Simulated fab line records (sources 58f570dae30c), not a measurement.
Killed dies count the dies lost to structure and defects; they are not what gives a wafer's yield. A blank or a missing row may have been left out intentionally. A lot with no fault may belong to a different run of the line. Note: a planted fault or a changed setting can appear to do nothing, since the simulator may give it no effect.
One fault seen from 2 desks -- flow berkeleyCmos170 -- what lay behind the numbers comes last; until then each desk has only its own

THE METROLOGY DESK
Lot by lot, what the gauges showed, no matter which tool ran the lot: averages of those sampled wafers that carry a number. A lot is out of limits, marked OUT, if its mean lies more than 4 standard deviations from the usual mean; the brackets give that distance.
Columns: A = PWELL_NITRIDE_THK at UCB170_PWELL_THK_MEAS_06, usual 219.3 nm; B = PWELL_OVL at UCB170_PWELL_OVL_MEAS_13, usual 1 nm; C = PWELL_TW at UCB170_PWELL_TW_MEAS_17, usual 381; D = ACTIVE_OXIDE_THK at UCB170_ACTIVE_THK_MEAS_03, usual 26.3 nm
lot,first seen here,A,B,C,D
L335,day 3 06:34,217.4,15,379,25.4
L336,day 3 15:33,216.8,-1,379,26.7
L337,day 3 15:34,222.9,2,379,26.2
L338,day 3 21:32,217.4,4,378,26.9
L340,day 4 10:35,218.5,7,376,26.2
L341,day 4 21:10,216.5,3,383,26.5
L343,day 5 04:05,223.5,-4,386,26.5
L344,day 5 13:42,218.3,-5,385,26.6
L345,day 5 13:43,219.3,-1,381,26.4
L346,day 5 21:55,369.1 (+83) OUT,-6,379,-
L347,day 6 02:30,219.5,5,388,26.5
L352,day 7 08:14,218.0,9,385,25.6
L356,day 7 16:11,219.9,3,384,26.1
This desk reports L346 out of limits; the earliest was L346 at day 5 21:55 (PWELL_NITRIDE_THK at UCB170_PWELL_THK_MEAS_06). Within limits: L335, L336, L337, L338, L340, L341, L343, L344, L345, L347, L352, L356.

DESK OF THE TOOL OWNER: lpcvd-01
The tool's own readings at UCB170_PWELL_CVD_05 (deposits Si3N4 from SiH2Cl2/NH3, target thk 220 nm, time 3300 s): means of the sampled wafers that have a number, for each lot that ran on this tool. A lot is out of limits, marked OUT, if its mean lies more than 4 standard deviations from the usual mean; the brackets give that distance.
Columns: A = spikeTcCentreC at UCB170_PWELL_CVD_05, usual 802.3 C
lot,first seen here,A
L335,day 3 04:38,802.0
L338,day 3 19:37,800.9
L341,day 4 19:14,802.1
L344,day 5 11:47,801.8
L345,day 5 11:47,802.7
L346,day 5 19:03,802.9
This desk's finding: nothing out of limits on any of the 6 lots.

TAKEN TOGETHER
On L346, the metrology desk was in a position to raise an alarm at day 5 21:55.
The tool owner's desk saw nothing out of limits.
The tool owner's desk has L346 on record, within its limits.
UCB170_PWELL_CVD_05 was run on lpcvd-01 by each of the lots named.

WHAT THE SIMULATOR HAD INSERTED
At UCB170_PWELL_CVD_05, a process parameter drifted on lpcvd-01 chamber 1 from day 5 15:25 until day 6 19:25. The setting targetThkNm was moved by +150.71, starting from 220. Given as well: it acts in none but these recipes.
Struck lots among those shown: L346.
Per desk, hours elapsed from the start of the fault to the first reading out of limits: for the metrology desk, 7.
